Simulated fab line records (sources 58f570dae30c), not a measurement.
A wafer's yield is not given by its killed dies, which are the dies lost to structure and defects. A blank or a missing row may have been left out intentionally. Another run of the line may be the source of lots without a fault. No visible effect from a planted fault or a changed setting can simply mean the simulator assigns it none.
Which of the tools did it? :: flow berkeley-cmos170 :: Sampling: 14 lots, 42 wafers, 6 of 331 route steps

== WHAT THE GAUGES SHOWED, per wafer ==
UCB170_M2_THK_MEAS_03: measures by xrf. Usual: for M2_AL_THK the level is 930 nm and the standard deviation is 13.
lot: L689
measured: day 7 20:32
on: film-metro-02
M2_AL_THK (nm): 942 938 915
flag: 

lot: L690
measured: day 8 05:42
on: film-metro-04
M2_AL_THK (nm): 908 937 937
flag: 

lot: L691
measured: day 8 05:52
on: film-metro-02
M2_AL_THK (nm): 930 937 948
flag: 

lot: L692
measured: day 8 05:59
on: film-metro-01
M2_AL_THK (nm): 917 933 937
flag: 

lot: L693
measured: day 8 06:08
on: film-metro-04
M2_AL_THK (nm): 921 930 935
flag: 

lot: L694
measured: day 8 11:50
on: film-metro-02
M2_AL_THK (nm): 924 938 933
flag: 

lot: L695
measured: day 8 17:50
on: film-metro-04
M2_AL_THK (nm): 935 930 909
flag: 

lot: L699
measured: day 9 05:55
on: film-metro-04
M2_AL_THK (nm): 937 920 920
flag: 

lot: L700
measured: day 9 14:25
on: film-metro-02
M2_AL_THK (nm): 963 956 956
flag: 

lot: L703
measured: day 10 03:02
on: film-metro-01
M2_AL_THK (nm): 937 934 917
flag: 

lot: L702
measured: day 10 03:08
on: film-metro-04
M2_AL_THK (nm): 920 933 921
flag: 

lot: L701
measured: day 10 03:23
on: film-metro-01
M2_AL_THK (nm): 942 923 926
flag: 

lot: L710
measured: day 12 00:31
on: film-metro-01
M2_AL_THK (nm): 924 924 915
flag: 

lot: L712
measured: day 12 08:16
on: film-metro-02
M2_AL_THK (nm): 941 939 933
flag: 

UCB170_M2_CD_MEAS_90: target cd 700 nm. Usual: cd-nm at 700 nm, with a standard deviation of 3.5.
lot: L689
measured: day 7 23:22
on: cd-sem-01
cd-nm (nm): 705 709 699
flag: 

lot: L690
measured: day 8 08:53
on: cd-sem-01
cd-nm (nm): 701 702 702
flag: 

lot: L691
measured: day 8 09:16
on: cd-sem-02
cd-nm (nm): 699 698 699
flag: 

lot: L692
measured: day 8 09:37
on: cd-sem-01
cd-nm (nm): 698 702 695
flag: 

lot: L693
measured: day 8 09:38
on: cd-sem-02
cd-nm (nm): 699 702 699
flag: 

lot: L694
measured: day 8 14:43
on: cd-sem-01
cd-nm (nm): 704 699 703
flag: 

lot: L695
measured: day 8 20:17
on: cd-sem-02
cd-nm (nm): 700 702 703
flag: 

lot: L699
measured: day 9 08:52
on: cd-sem-02
cd-nm (nm): 702 701 700
flag: 

lot: L700
measured: day 9 16:45
on: cd-sem-02
cd-nm (nm): 696 695 695
flag: 

lot: L703
measured: day 10 05:27
on: cd-sem-01
cd-nm (nm): 695 694 695
flag: 

lot: L702
measured: day 10 05:52
on: cd-sem-02
cd-nm (nm): 708 699 701
flag: 

lot: L701
measured: day 10 06:06
on: cd-sem-02
cd-nm (nm): 699 699 699
flag: 

lot: L710
measured: day 12 02:43
on: cd-sem-02
cd-nm (nm): 697 694 699
flag: 

lot: L712
measured: day 12 10:32
on: cd-sem-01
cd-nm (nm): 705 699 703
flag: 

UCB170_V2_THK_MEAS_01. Usual: for V2_TEOS_THK the level is 1992 nm and the standard deviation is 27.
lot: L689
measured: day 7 23:38
on: film-metro-02
V2_TEOS_THK (nm): 1968 1969 1994
flag: 

lot: L690
measured: day 8 09:10
on: film-metro-01
V2_TEOS_THK (nm): 2022 2048 2059
flag: 

lot: L691
measured: day 8 09:33
on: film-metro-01
V2_TEOS_THK (nm): 2004 1979 2023
flag: 

lot: L692
measured: day 8 09:53
on: film-metro-02
V2_TEOS_THK (nm): 1986 1968 2002
flag: 

lot: L693
measured: day 8 09:55
on: film-metro-01
V2_TEOS_THK (nm): 1978 2003 2012
flag: 

lot: L694
measured: day 8 14:58
on: film-metro-01
V2_TEOS_THK (nm): 1988 2002 2013
flag: 

lot: L695
measured: day 8 20:32
on: film-metro-01
V2_TEOS_THK (nm): 1982 1970 1989
flag: 

lot: L699
measured: day 9 09:07
on: film-metro-01
V2_TEOS_THK (nm): 1996 1983 2020
flag: 

lot: L700
measured: day 9 17:01
on: film-metro-03
V2_TEOS_THK (nm): 1973 1986 1980
flag: 

lot: L703
measured: day 10 05:43
on: film-metro-02
V2_TEOS_THK (nm): 2041 2030 2044
flag: 

lot: L702
measured: day 10 06:08
on: film-metro-02
V2_TEOS_THK (nm): 1929 1924 1969
flag: 

lot: L701
measured: day 10 06:23
on: film-metro-02
V2_TEOS_THK (nm): 2005 2003 2021
flag: 

lot: L710
measured: day 12 03:00
on: film-metro-01
V2_TEOS_THK (nm): 1958 1969 1979
flag: 

lot: L712
measured: day 12 10:48
on: film-metro-03
V2_TEOS_THK (nm): 1960 1967 2023
flag: 

UCB170_V2_CD_MEAS_90: target cd 700 nm. Usual: cd-nm at 700.7 nm, with a standard deviation of 1.4.
lot: L689
measured: day 8 01:54
on: cd-sem-02
cd-nm (nm): 700.5 700.0 702.1
flag: 

lot: L690
measured: day 8 11:34
on: cd-sem-02
cd-nm (nm): 701.3 700.1 701.5
flag: 

lot: L691
measured: day 8 12:49
on: cd-sem-02
cd-nm (nm): 700.3 702.4 702.4
flag: 

lot: L692
measured: day 8 13:14
on: cd-sem-01
cd-nm (nm): 701.8 701.2 700.4
flag: 

lot: L693
measured: day 8 13:29
on: cd-sem-02
cd-nm (nm): 703.1 703.2 702.8
flag: 

lot: L694
measured: day 8 17:10
on: cd-sem-01
cd-nm (nm): 697.7 697.1 699.2
flag: 

lot: L695
measured: day 8 23:31
on: cd-sem-01
cd-nm (nm): 701.4 698.9 699.9
flag: 

lot: L699
measured: day 9 11:38
on: cd-sem-02
cd-nm (nm): 702.1 704.3 702.1
flag: 

lot: L700
measured: day 9 19:08
on: cd-sem-02
cd-nm (nm): - - -
flag: OFF

lot: L703
measured: day 10 08:01
on: cd-sem-01
cd-nm (nm): - - -
flag: OFF

lot: L702
measured: day 10 08:32
on: cd-sem-02
cd-nm (nm): 699.6 702.2 700.8
flag: 

lot: L701
measured: day 10 08:49
on: cd-sem-01
cd-nm (nm): 701.4 701.9 700.6
flag: 

lot: L710
measured: day 12 05:24
on: cd-sem-02
cd-nm (nm): 699.7 701.4 702.3
flag: 

lot: L712
measured: day 12 13:24
on: cd-sem-01
cd-nm (nm): 698.0 699.4 698.6
flag: 

== TOOL THAT RAN EACH LOT (tool first, then ch and the chambers of the sampled wafers, then the start) ==
lot: L689
UCB170_V2_ETCH_14: rie-diel-03 ch 0,3, day 8 01:37
UCB170_V2_STRIP_15: plasma-asher-04 ch 0,1, day 8 01:48

lot: L690
UCB170_V2_ETCH_14: rie-diel-04 ch 0,3, day 8 11:16
UCB170_V2_STRIP_15: plasma-asher-04 ch 0,1, day 8 11:27

lot: L691
UCB170_V2_ETCH_14: rie-diel-02 ch 0,1, day 8 12:32
UCB170_V2_STRIP_15: plasma-asher-04 ch 0,1, day 8 12:43

lot: L692
UCB170_V2_ETCH_14: rie-diel-04 ch 0,2,3, day 8 12:56
UCB170_V2_STRIP_15: plasma-asher-04 ch 0,1, day 8 13:07

lot: L693
UCB170_V2_ETCH_14: rie-diel-03 ch 0,1,3, day 8 13:13
UCB170_V2_STRIP_15: plasma-asher-02 ch 0,1, day 8 13:23

lot: L694
UCB170_V2_ETCH_14: rie-diel-03 ch 0,1,2, day 8 16:52
UCB170_V2_STRIP_15: plasma-asher-04 ch 0,1, day 8 17:03

lot: L695
UCB170_V2_ETCH_14: rie-diel-04 ch 0,1,2, day 8 23:11
UCB170_V2_STRIP_15: plasma-asher-01 ch 0,1, day 8 23:22

lot: L699
UCB170_V2_ETCH_14: rie-diel-03 ch 0,1, day 9 11:19
UCB170_V2_STRIP_15: plasma-asher-01 ch 0,1, day 9 11:31

lot: L700
UCB170_V2_ETCH_14: rie-diel-03 ch 0,1,3, day 9 18:52
UCB170_V2_STRIP_15: plasma-asher-01 ch 0,1, day 9 19:02

lot: L703
UCB170_V2_ETCH_14: rie-diel-04 ch 0,3, day 10 07:43
UCB170_V2_STRIP_15: plasma-asher-04 ch 0,1, day 10 07:53

lot: L702
UCB170_V2_ETCH_14: rie-diel-04 ch 1,2, day 10 08:16
UCB170_V2_STRIP_15: plasma-asher-04 ch 0,1, day 10 08:26

lot: L701
UCB170_V2_ETCH_14: rie-diel-03 ch 0,2, day 10 08:32
UCB170_V2_STRIP_15: plasma-asher-02 ch 0,1, day 10 08:43

lot: L710
UCB170_V2_ETCH_14: rie-diel-03 ch 1,2,3, day 12 05:07
UCB170_V2_STRIP_15: plasma-asher-01 ch 0,1, day 12 05:18

lot: L712
UCB170_V2_ETCH_14: rie-diel-04 ch 0,2, day 12 13:07
UCB170_V2_STRIP_15: plasma-asher-02 ch 0,1, day 12 13:18
- UCB170_V2_ETCH_14: etches SiO2 in CHF3/CF4/Ar, stops on Al, target depth 1250 nm, time 291 s.
- UCB170_V2_STRIP_15: strips in O2.

== WHAT THE TOOLS THEMSELVES READ (means of the sampled wafers that have a number; where no wafer has one, the mark that the record gives instead) ==
UCB170_V2_ETCH_14. Usual: CHF3_flow_sccm 45.00 sccm, standard deviation 0.14; cf4-flow-sccm 15.01 sccm, standard deviation 0.048; drypump-motor-current-A 5.5 A, standard deviation 0.38; oes-product-au 0.869 a.u., standard deviation 0.011; throttle-valve-pct 6.90 %, standard deviation 0.11.
lot: L689
tool: rie-diel-03
CHF3_flow_sccm (sccm): 44.89
cf4-flow-sccm (sccm): 15.02
drypump-motor-current-A (A): 5.5
oes-product-au (a.u.): 0.853
throttle-valve-pct (%): 6.90
flag: 

lot: L690
tool: rie-diel-04
CHF3_flow_sccm (sccm): 44.95
cf4-flow-sccm (sccm): 15.00
drypump-motor-current-A (A): 5.6
oes-product-au (a.u.): 0.883
throttle-valve-pct (%): 6.90
flag: 

lot: L691
tool: rie-diel-02
CHF3_flow_sccm (sccm): 44.90
cf4-flow-sccm (sccm): 15.01
drypump-motor-current-A (A): 5.4
oes-product-au (a.u.): 0.869
throttle-valve-pct (%): 7.04
flag: 

lot: L692
tool: rie-diel-04
CHF3_flow_sccm (sccm): 44.92
cf4-flow-sccm (sccm): 15.06
drypump-motor-current-A (A): 5.4
oes-product-au (a.u.): 0.874
throttle-valve-pct (%): 6.89
flag: 

lot: L693
tool: rie-diel-03
CHF3_flow_sccm (sccm): 44.93
cf4-flow-sccm (sccm): 14.97
drypump-motor-current-A (A): 5.5
oes-product-au (a.u.): 0.862
throttle-valve-pct (%): 6.85
flag: 

lot: L694
tool: rie-diel-03
CHF3_flow_sccm (sccm): 45.02
cf4-flow-sccm (sccm): 14.97
drypump-motor-current-A (A): 5.4
oes-product-au (a.u.): 0.863
throttle-valve-pct (%): 6.80
flag: 

lot: L695
tool: rie-diel-04
CHF3_flow_sccm (sccm): 45.04
cf4-flow-sccm (sccm): 14.99
drypump-motor-current-A (A): 5.6
oes-product-au (a.u.): 0.870
throttle-valve-pct (%): 6.98
flag: 

lot: L699
tool: rie-diel-03
CHF3_flow_sccm (sccm): 45.06
cf4-flow-sccm (sccm): 14.98
drypump-motor-current-A (A): 5.6
oes-product-au (a.u.): 0.859
throttle-valve-pct (%): 6.80
flag: 

lot: L700
tool: rie-diel-03
CHF3_flow_sccm (sccm): -
cf4-flow-sccm (sccm): -
drypump-motor-current-A (A): -
oes-product-au (a.u.): -
throttle-valve-pct (%): -
flag: OFF

lot: L703
tool: rie-diel-04
CHF3_flow_sccm (sccm): -
cf4-flow-sccm (sccm): -
drypump-motor-current-A (A): -
oes-product-au (a.u.): -
throttle-valve-pct (%): -
flag: OFF

lot: L702
tool: rie-diel-04
CHF3_flow_sccm (sccm): 45.12
cf4-flow-sccm (sccm): 15.01
drypump-motor-current-A (A): 5.6
oes-product-au (a.u.): 0.864
throttle-valve-pct (%): 7.05
flag: 

lot: L701
tool: rie-diel-03
CHF3_flow_sccm (sccm): 44.74
cf4-flow-sccm (sccm): 15.01
drypump-motor-current-A (A): 5.4
oes-product-au (a.u.): 0.856
throttle-valve-pct (%): 6.84
flag: 

lot: L710
tool: rie-diel-03
CHF3_flow_sccm (sccm): 44.89
cf4-flow-sccm (sccm): 14.97
drypump-motor-current-A (A): 5.5
oes-product-au (a.u.): 0.876
throttle-valve-pct (%): 6.79
flag: 

lot: L712
tool: rie-diel-04
CHF3_flow_sccm (sccm): 44.94
cf4-flow-sccm (sccm): 15.01
drypump-motor-current-A (A): 5.6
oes-product-au (a.u.): 0.875
throttle-valve-pct (%): 6.90
flag: 

UCB170_V2_STRIP_15. Usual: drypump-motor-current-A 5.6 A, standard deviation 0.48; o2-flow-sccm 400.1 sccm, standard deviation 1.2; oes-product-au 0.721 a.u., standard deviation 0.0046; strip-time-to-endpoint-s 15.30 s, standard deviation 0.13.
lot: L689
tool: plasma-asher-04
drypump-motor-current-A (A): 6.0
o2-flow-sccm (sccm): 398.7
oes-product-au (a.u.): 0.723
strip-time-to-endpoint-s (s): 15.19
flag: 

lot: L690
tool: plasma-asher-04
drypump-motor-current-A (A): 6.0
o2-flow-sccm (sccm): 400.3
oes-product-au (a.u.): 0.722
strip-time-to-endpoint-s (s): 15.33
flag: 

lot: L691
tool: plasma-asher-04
drypump-motor-current-A (A): 6.0
o2-flow-sccm (sccm): 399.2
oes-product-au (a.u.): 0.721
strip-time-to-endpoint-s (s): 15.43
flag: 

lot: L692
tool: plasma-asher-04
drypump-motor-current-A (A): 5.7
o2-flow-sccm (sccm): 398.8
oes-product-au (a.u.): 0.723
strip-time-to-endpoint-s (s): 15.22
flag: 

lot: L693
tool: plasma-asher-02
drypump-motor-current-A (A): 5.4
o2-flow-sccm (sccm): 401.2
oes-product-au (a.u.): 0.718
strip-time-to-endpoint-s (s): 15.31
flag: 

lot: L694
tool: plasma-asher-04
drypump-motor-current-A (A): 5.7
o2-flow-sccm (sccm): 399.7
oes-product-au (a.u.): 0.723
strip-time-to-endpoint-s (s): 15.39
flag: 

lot: L695
tool: plasma-asher-01
drypump-motor-current-A (A): 5.3
o2-flow-sccm (sccm): 400.6
oes-product-au (a.u.): 0.719
strip-time-to-endpoint-s (s): 15.28
flag: 

lot: L699
tool: plasma-asher-01
drypump-motor-current-A (A): 5.3
o2-flow-sccm (sccm): 399.0
oes-product-au (a.u.): 0.725
strip-time-to-endpoint-s (s): 15.26
flag: 

lot: L700
tool: plasma-asher-01
drypump-motor-current-A (A): 5.3
o2-flow-sccm (sccm): 399.1
oes-product-au (a.u.): 0.738
strip-time-to-endpoint-s (s): 21.58
flag: OFF

lot: L703
tool: plasma-asher-04
drypump-motor-current-A (A): 5.7
o2-flow-sccm (sccm): 400.2
oes-product-au (a.u.): 0.734
strip-time-to-endpoint-s (s): 21.66
flag: OFF

lot: L702
tool: plasma-asher-04
drypump-motor-current-A (A): 5.7
o2-flow-sccm (sccm): 401.1
oes-product-au (a.u.): 0.725
strip-time-to-endpoint-s (s): 15.33
flag: 

lot: L701
tool: plasma-asher-02
drypump-motor-current-A (A): 5.8
o2-flow-sccm (sccm): 400.2
oes-product-au (a.u.): 0.718
strip-time-to-endpoint-s (s): 15.35
flag: 

lot: L710
tool: plasma-asher-01
drypump-motor-current-A (A): 5.3
o2-flow-sccm (sccm): 399.6
oes-product-au (a.u.): 0.721
strip-time-to-endpoint-s (s): 15.32
flag: 

lot: L712
tool: plasma-asher-02
drypump-motor-current-A (A): 5.8
o2-flow-sccm (sccm): 399.3
oes-product-au (a.u.): 0.721
strip-time-to-endpoint-s (s): 15.40
flag: 

== THE ANSWER, worked out from the rows above alone ==
Rule: a lot counts as off when the mean over its wafers that have a number is more than 3 standard deviations away from the usual mean. Also off: a lot with no number at a reading for which 4 or more lots have one. The other lots that the step has rows for count as sound. After the gauges, taken in route order, come the tools' own readings; for these a lot's mean is taken, as printed above. The first step at which some lot is off is used, and at that step the reading that is off furthest; a lot without a number counts as furthest.
Off, at UCB170_V2_CD_MEAS_90 on cd-nm: L700, L703. Without a number there: L700, L703.
If a tool, at a process step before that reading, ran all the lots that are off and no sound lot after the first of them, it fits. The gauges at UCB170_V2_CD_MEAS_90 aren't tried: what is off there is off at UCB170_V2_ETCH_14 too, on other tools, and a gauge's error can't cause that. Not one of the candidates tried fits.

== WHAT THE SIMULATOR HAD INSERTED ==
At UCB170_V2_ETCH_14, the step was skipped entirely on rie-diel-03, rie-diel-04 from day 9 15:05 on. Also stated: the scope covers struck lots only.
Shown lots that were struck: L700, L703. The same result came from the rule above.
